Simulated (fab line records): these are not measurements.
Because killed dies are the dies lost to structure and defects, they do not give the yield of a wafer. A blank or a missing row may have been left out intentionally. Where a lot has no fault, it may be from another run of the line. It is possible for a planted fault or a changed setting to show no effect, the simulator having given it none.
Which tool did it? + flow berkeleyCmos170 + 42 wafers from 14 lots sampled at 3 of the route's 331 steps

== WHAT THE GAUGES SHOWED, per wafer ==
UCB170_V1_OVL_MEAS_13. Usual: V1_OVL 0 nm, standard deviation 5.7.
| lot  | measured     | on         | V1_OVL (nm) | flag |
|------|--------------|------------|-------------|------|
| L164 | day 8 04:24  | overlay-02 | 6 1 -2      |      |
| L169 | day 9 00:37  | overlay-01 | 1 -4 -3     |      |
| L168 | day 9 01:14  | overlay-02 | 0 -1 -2     |      |
| L166 | day 9 01:53  | overlay-01 | -1 11 8     |      |
| L173 | day 9 05:20  | overlay-02 | 10 2 1      |      |
| L171 | day 9 08:45  | overlay-01 | -14 -5 -11  |      |
| L170 | day 9 08:37  | overlay-01 | 4 4 0       |      |
| L174 | day 9 13:34  | overlay-02 | -3 3 -6     |      |
| L175 | day 10 09:47 | overlay-01 | -2 -8 2     |      |
| L177 | day 10 21:58 | overlay-02 | -11 -5 -8   |      |
| L182 | day 10 23:43 | overlay-01 | -4 -3 -9    |      |
| L180 | day 10 23:29 | overlay-02 | 7 -1 -4     |      |
| L184 | day 11 14:16 | overlay-02 | -7 4 -6     |      |
| L186 | day 12 10:47 | overlay-01 | -2 -7 -5    |      |

UCB170_V2_BOW_MEAS_03. Usual: V2_BOW 37 um, standard deviation 7.4.
| lot  | measured     | on           | V2_BOW (um) | flag |
|------|--------------|--------------|-------------|------|
| L164 | day 8 09:13  | filmMetro-03 | 36 37 31    |      |
| L169 | day 9 05:25  | filmMetro-04 | 41 39 38    |      |
| L168 | day 9 05:50  | filmMetro-01 | 32 41 39    |      |
| L166 | day 9 06:23  | filmMetro-03 | 39 43 43    |      |
| L173 | day 9 09:37  | filmMetro-04 | 37 41 38    |      |
| L171 | day 9 14:25  | filmMetro-04 | 34 27 37    |      |
| L170 | day 9 13:47  | filmMetro-01 | 30 36 29    |      |
| L174 | day 9 18:20  | filmMetro-04 | 47 48 35    |      |
| L175 | day 10 13:36 | filmMetro-01 | 28 34 33    |      |
| L177 | day 11 01:28 | filmMetro-01 | 39 28 39    |      |
| L182 | day 11 05:17 | filmMetro-04 | 42 38 35    |      |
| L180 | day 11 04:59 | filmMetro-01 | 43 48 48    |      |
| L184 | day 11 20:55 | filmMetro-03 | 36 30 33    |      |
| L186 | day 12 15:31 | filmMetro-01 | 37 37 34    |      |

== WHAT TOOL EACH LOT RAN ON (gives the tool, then ch and the chambers of the sampled wafers, and finally the start) ==
| lot  | UCB170_PLDD_IMPLANT_08          |
|------|---------------------------------|
| L164 | implanter-02 ch 0, day 6 19:29  |
| L169 | implanter-04 ch 0, day 7 09:22  |
| L168 | implanter-03 ch 0, day 7 09:59  |
| L166 | implanter-02 ch 0, day 7 10:32  |
| L173 | implanter-02 ch 0, day 7 23:11  |
| L171 | implanter-04 ch 0, day 8 04:05  |
| L170 | implanter-03 ch 0, day 8 04:16  |
| L174 | implanter-03 ch 0, day 8 08:54  |
| L175 | implanter-04 ch 0, day 9 01:33  |
| L177 | implanter-02 ch 0, day 9 16:51  |
| L182 | implanter-02 ch 0, day 9 20:40  |
| L180 | implanter-04 ch 0, day 9 20:57  |
| L184 | implanter-04 ch 0, day 10 11:35 |
| L186 | implanter-02 ch 0, day 11 07:59 |
- UCB170_PLDD_IMPLANT_08

== AS READ BY THE TOOLS THEMSELVES (means over the sampled wafers that have a number; for cases with no such wafer, the mark the record gives instead) ==
UCB170_PLDD_IMPLANT_08. Usual: rotationDeg 0.000 degrees, standard deviation 0.019.
| lot  | tool         | rotationDeg (degrees) | flag |
|------|--------------|-----------------------|------|
| L164 | implanter-02 | 0.014                 |      |
| L169 | implanter-04 | 0.001                 |      |
| L168 | implanter-03 | -0.021                |      |
| L166 | implanter-02 | 0.007                 |      |
| L173 | implanter-02 | 0.010                 |      |
| L171 | implanter-04 | 0.028                 |      |
| L170 | implanter-03 | 0.013                 |      |
| L174 | implanter-03 | -0.013                |      |
| L175 | implanter-04 | -0.006                |      |
| L177 | implanter-02 | 0.017                 |      |
| L182 | implanter-02 | 0.011                 |      |
| L180 | implanter-04 | 90.015                | OFF  |
| L184 | implanter-04 | 89.971                | OFF  |
| L186 | implanter-02 | 0.013                 |      |

== THE ANSWER, worked out from the rows above alone ==
Rule: a lot counts as off when the mean over its wafers that have a number is more than 3 standard deviations away from the usual mean. Also off: a lot with no number at a reading for which 4 or more lots have one. Any other lot the step has rows for is counted as sound. The gauges are gone through in route order, then the tools' own readings, and for those a lot's mean is taken as printed above. The first step at which some lot is off is used, and at that step the reading that is off furthest; a lot without a number counts as furthest.
Off, at UCB170_PLDD_IMPLANT_08 on rotationDeg: L180, L184.
If a tool, at that step or one of the process steps before it, ran each lot that is off and ran no sound lot following the first of them, it fits. One fits: implanter-04 at UCB170_PLDD_IMPLANT_08. A fault onset in the window from L175 (day 9 01:33, its last sound lot) to L180 (day 9 20:57, its first lot off) fits.
The tool's own readings at UCB170_PLDD_IMPLANT_08 bear it out: on the lots that are off they differ by more than 5 times the standard deviation of the sound lots' means. rotationDeg reads 89.993 degrees there against 0.006 degrees on the sound lots.

== WHAT THE SIMULATOR PUT IN ==
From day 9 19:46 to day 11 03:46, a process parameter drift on implanter-04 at UCB170_PLDD_IMPLANT_08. From 0, the setting rotationDeg moved by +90. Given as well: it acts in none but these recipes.
Struck lots among those shown: L180, L184. This agrees with what the rule above found.
